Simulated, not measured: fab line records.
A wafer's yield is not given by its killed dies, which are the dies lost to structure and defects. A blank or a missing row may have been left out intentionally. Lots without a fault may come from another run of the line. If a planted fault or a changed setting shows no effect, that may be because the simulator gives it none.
What tool caused it? :: flow berkeley-cmos170 :: 7 lots with 21 wafers sampled at 2 steps, on a route of 331 steps

## WHAT THE GAUGES SHOWED, per wafer
UCB170_PWELL_THK_MEAS_06.
lot: L309
measured: day 3 01:37
on: film-metro-02
PWELL_NITRIDE_THK (nm): 222.8 223.4 222.1

lot: L311
measured: day 3 16:06
on: film-metro-01
PWELL_NITRIDE_THK (nm): 219.8 220.2 220.4

lot: L313
measured: day 3 21:58
on: film-metro-01
PWELL_NITRIDE_THK (nm): 218.5 218.3 216.5

lot: L315
measured: day 4 12:37
on: film-metro-04
PWELL_NITRIDE_THK (nm): 222.4 223.2 223.9

lot: L321
measured: day 5 17:59
on: film-metro-04
PWELL_NITRIDE_THK (nm): 220.4 221.2 219.9

lot: L324
measured: day 6 11:17
on: film-metro-01
PWELL_NITRIDE_THK (nm): 220.0 220.6 217.7

lot: L330
measured: day 7 19:46
on: film-metro-01
PWELL_NITRIDE_THK (nm): 218.7 221.3 219.0

## WHICH TOOL RAN EACH LOT (tool, then ch and the chambers of the sampled wafers, then the start)
lot: L309
UCB170_PWELL_CVD_05: lpcvd-01 ch 0, day 2 23:41

lot: L311
UCB170_PWELL_CVD_05: lpcvd-01 ch 1, day 3 13:14

lot: L313
UCB170_PWELL_CVD_05: lpcvd-02 ch 0, day 3 20:04

lot: L315
UCB170_PWELL_CVD_05: lpcvd-02 ch 1, day 4 10:42

lot: L321
UCB170_PWELL_CVD_05: lpcvd-02 ch 1, day 5 16:04

lot: L324
UCB170_PWELL_CVD_05: lpcvd-02 ch 1, day 6 09:23

lot: L330
UCB170_PWELL_CVD_05: lpcvd-02 ch 1, day 7 16:53
- UCB170_PWELL_CVD_05: deposits Si3N4 from SiH2Cl2/NH3, target thk 220 nm, time 3300 s.

## THE ANSWER, worked out from the rows above alone
Rule: the usual values come from the lots themselves. Put in order of their means at a reading, lots are off if they are a third of the lots or fewer, leave a main group of 4 or more, and stand apart from it by a gap of 3 or more times the standard deviation of the main group's means; of several such gaps the widest counts. If all means in a main group match to the digits the tables above print for the reading, that group is not used. A lot without any number at a reading at which 4 lots or more have one is off too. Any other lot the step has rows for is counted as sound.
Across all readings shown, no lot is off: no conclusion can be drawn from this.

## WHAT HAD BEEN PUT IN BY THE SIMULATOR
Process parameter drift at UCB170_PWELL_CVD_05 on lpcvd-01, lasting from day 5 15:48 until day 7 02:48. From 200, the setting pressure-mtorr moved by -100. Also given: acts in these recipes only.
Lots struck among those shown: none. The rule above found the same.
